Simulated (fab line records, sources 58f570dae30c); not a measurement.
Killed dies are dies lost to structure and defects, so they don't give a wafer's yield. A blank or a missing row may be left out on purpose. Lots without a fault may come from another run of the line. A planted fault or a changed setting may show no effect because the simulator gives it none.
Tool commonality check | flow berkeley_cmos170 | 11 lots, 33 wafers sampled

WHY IT WAS OPENED
At UCB170_CONTACT_THK_MEAS_02 the reading CONTACT_PSG_THK is flagged on 1 of 11 lots. Wafers without a fault read 700 nm, standard deviation 7.9.
Rule: a lot is flagged when every wafer of it that has a number lies more than 4 standard deviations from that mean, or none has a number. The other lots count as sound.

lot  | measured     | on            | CONTACT_PSG_THK (nm), wafer by wafer | flag
L389 | day 6 20:07  | film_metro-03 | 705 705 706                          |
L391 | day 7 04:55  | film_metro-03 | 703 703 704                          |
L390 | day 7 06:41  | film_metro-03 | 702 702 704                          |
L393 | day 7 14:29  | film_metro-04 | 718 717 713                          |
L392 | day 7 14:55  | film_metro-02 | 688 695 688                          |
L394 | day 8 04:40  | film_metro-02 | 703 705 705                          |
L395 | day 8 06:26  | film_metro-02 | 695 693 695                          |
L398 | day 8 15:07  | film_metro-03 | 713 717 711                          |
L400 | day 9 08:53  | film_metro-02 | 957 953 954                          | FLAGGED
L409 | day 11 03:06 | film_metro-03 | 694 699 694                          |
L412 | day 11 19:41 | film_metro-03 | 692 694 700                          |
The numbers of the flagged lots are 955 nm on average: +255 nm against the usual, or +32 standard deviations.

WHICH TOOL RAN EACH LOT
The record holds 2 process steps before the reading, out of a route of 331 steps. In each cell: the tool, then ch and the chambers that the sampled wafers went through, then the start.
lot  | flag    | UCB170_NLDD_PEB_04                | UCB170_CONTACT_CVD_01
L389 |         | litho_track-01 ch 0, day 6 05:23  | lpcvd-02 ch 1, day 6 18:19
L391 |         | litho_track-03 ch 0, day 6 15:52  | lpcvd-01 ch 0, day 7 03:07
L390 |         | litho_track-01 ch 0, day 6 16:06  | lpcvd-01 ch 0, day 7 04:54
L393 |         | litho_track-01 ch 0, day 6 23:01  | lpcvd-02 ch 0, day 7 12:42
L392 |         | litho_track-04 ch 0, day 6 23:55  | lpcvd-01 ch 1, day 7 13:06
L394 |         | litho_track-03 ch 0, day 7 12:32  | lpcvd-01 ch 0, day 8 02:53
L395 |         | litho_track-01 ch 0, day 7 12:57  | lpcvd-01 ch 0, day 8 04:40
L398 |         | litho_track-01 ch 0, day 8 00:56  | lpcvd-01 ch 1, day 8 12:26
L400 | FLAGGED | litho_track-04 ch 0, day 8 15:09  | lpcvd-02 ch 0, day 9 07:05
L409 |         | litho_track-04 ch 0, day 10 14:44 | lpcvd-01 ch 1, day 11 01:19
L412 |         | litho_track-04 ch 0, day 10 22:38 | lpcvd-01 ch 0, day 11 17:53
What these steps do:
- UCB170_NLDD_PEB_04
- UCB170_CONTACT_CVD_01: deposits PSG from SiH4/O2/PH3, target thk 700 nm, time 2820 s.
- UCB170_CONTACT_THK_MEAS_02

FLAGGED OVER TOTAL, TOOL BY TOOL (the gauges that took the reading come last)
step                       | tool           | lots run | flagged | share of the flagged lots | sound lots run after its first flagged lot
UCB170_NLDD_PEB_04         | litho_track-01 | 5        | 0       | none                      | -
UCB170_NLDD_PEB_04         | litho_track-03 | 2        | 0       | none                      | -
UCB170_NLDD_PEB_04         | litho_track-04 | 4        | 1       | all                       | 2 (L409,L412)
UCB170_CONTACT_CVD_01      | lpcvd-01       | 8        | 0       | none                      | -
UCB170_CONTACT_CVD_01      | lpcvd-02       | 3        | 1       | all                       | 0
UCB170_CONTACT_THK_MEAS_02 | film_metro-02  | 4        | 1       | all                       | 0
UCB170_CONTACT_THK_MEAS_02 | film_metro-03  | 6        | 0       | none                      | -
UCB170_CONTACT_THK_MEAS_02 | film_metro-04  | 1        | 0       | none                      | -

WHAT THE TABLE ALLOWS
3 rows of the table ran every flagged lot: litho_track-04 at UCB170_NLDD_PEB_04, lpcvd-02 at UCB170_CONTACT_CVD_01, film_metro-02 at UCB170_CONTACT_THK_MEAS_02.
- litho_track-04 at UCB170_NLDD_PEB_04: 1 of its 4 lots flagged. Sound lots ran on it after the first flagged one (L409, L412), which a lasting fault on the whole tool wouldn't allow.
- lpcvd-02 at UCB170_CONTACT_CVD_01: 1 of its 3 lots flagged. Its last sound lot is L393 (day 7 12:42), its first flagged lot L400 (day 9 07:05): a fault that began between those two fits.
- film_metro-02 at UCB170_CONTACT_THK_MEAS_02: 1 of its 4 lots flagged. Its last sound lot is L395 (day 8 06:26), its first flagged lot L400 (day 9 08:53): a fault that began between those two fits.
Counting lots can't tell these 2 tools apart, because each fits a fault that began at some hour. More lots, or a look at what each step does to the wafer, might.

WHAT THE SIMULATOR HAD PUT IN
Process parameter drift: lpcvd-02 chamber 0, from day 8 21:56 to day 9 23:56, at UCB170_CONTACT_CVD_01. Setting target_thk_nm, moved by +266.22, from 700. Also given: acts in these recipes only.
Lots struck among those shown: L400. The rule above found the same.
